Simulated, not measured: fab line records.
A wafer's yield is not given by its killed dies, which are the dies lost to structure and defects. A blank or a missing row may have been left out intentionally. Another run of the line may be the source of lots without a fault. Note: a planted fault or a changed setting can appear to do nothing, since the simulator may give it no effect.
Problem report in the 8D (eight disciplines) form, filled by code ; flow ritCmos ; the parts of the form that need people (team, actions taken, sign-off) are left out

1. WHAT IS WRONG
PLDD_TW at RIT_PLDD_TW_MEAS_10 reads a mean of 1468 on 6 wafers of 2 lots; wafers without a fault read 2328 with a standard deviation of 25. Relative to the usual mean, that is a shift of -34 standard deviations.
Earliest sighting: wafer L185.2 on filmMetro-01 at day 4 07:35. The record holds 42 wafers of 14 lots with a number at this step. Rule for "out" (also "out of limits"): further than 4 standard deviations from the usual mean. The rest of the wafers with a number are treated as sound.

2. WHAT IT IS, AND WHAT IT ISN'T
question;is;is not
which readings at this step;PLDD_TW;-
which lots;L185, L186;L180, L181, L182, L183, L184, L195, L196, L197, L198, L199, L200, L201
which wafers of those lots;all that have a number;-
read on which gauges;filmMetro-01, filmMetro-02;filmMetro-03
when;from day 4 07:35;"up to then (15 sound wafers); but 21 sound wafers of L195, L196, L197, L198, L199, L200, L201 came after"

3. THE SUSPECTS, EACH WITH WHAT RULES IT OUT
Counting: a tool at a process step up to the reading stays a suspect if it ran every lot that is out and no sound lot after the first of them.
- the gauge at RIT_PLDD_TW_MEAS_10 is ruled out. The wafers that are out were read on 2 gauges (filmMetro-01, filmMetro-02).
- implanter-03 at RIT_PLDD_IMPLANT_08: kept. Every lot that is out went through it, starting with L185 (day 4 07:16), and after that it ran no sound lot; the last sound lot it ran before then is L184 (day 3 22:58). On those wafers its own readings are out: doseIonsCm2, endStationPressureTorr, faradayCurrentUA.
The count leaves implanter-03 at RIT_PLDD_IMPLANT_08.

4. THE CAUSE (what the simulator had put in)
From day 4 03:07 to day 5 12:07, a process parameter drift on implanter-03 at RIT_PLDD_IMPLANT_08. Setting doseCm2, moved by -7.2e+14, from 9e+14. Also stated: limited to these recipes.
Only this tool survived the counting.

5. THE EFFECT CHAIN, in route order
Rows list readings where the struck wafers' mean (over those with a number) sits beyond 3 standard deviations from the usual. Readings are gone through only where the record gives a usual standard deviation; hours: the median, over the lots, of the time from a lot's start at the first step in this table giving one to that lot's start at this step; sigmas: the change measured in usual standard deviations.
hours;step;reading;usual;on struck wafers;change;sigmas
0;RIT_PLDD_IMPLANT_08;doseIonsCm2;8.999e+14;1.799e+14;-7.200e+14;-99 or more
0;RIT_PLDD_IMPLANT_08;endStationPressureTorr;7.3e-06 Torr;5.3e-06;-2.0e-06;-5.1
0;RIT_PLDD_IMPLANT_08;faradayCurrentUA;2819;567;-2252;-41
0;RIT_PLDD_TW_MEAS_10;PLDD_TW;2328;1468;-860;-34
7;RIT_SDANNEAL_RS_MEAS_06;PLDD_RS;178.5 ohm/sq;588.3;+409.8;+99 or more
Process steps it contains:
- RIT_PLDD_IMPLANT_08

6. WHAT WOULD HAVE CAUGHT IT SOONER
In this record the first reading out of limits at a measuring or inspecting step was taken at day 4 07:35, 4 hours after the fault began at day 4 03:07.
The tool's own readings at RIT_PLDD_IMPLANT_08 were out on every struck wafer that the step has a row for (doseIonsCm2, endStationPressureTorr, faradayCurrentUA): an alarm limit on them would have fired on the first of those.
Lots out: 2; of these, L186 started RIT_PLDD_IMPLANT_08 on implanter-03 after day 4 07:35. A hold on the tool at that time would have spared it.
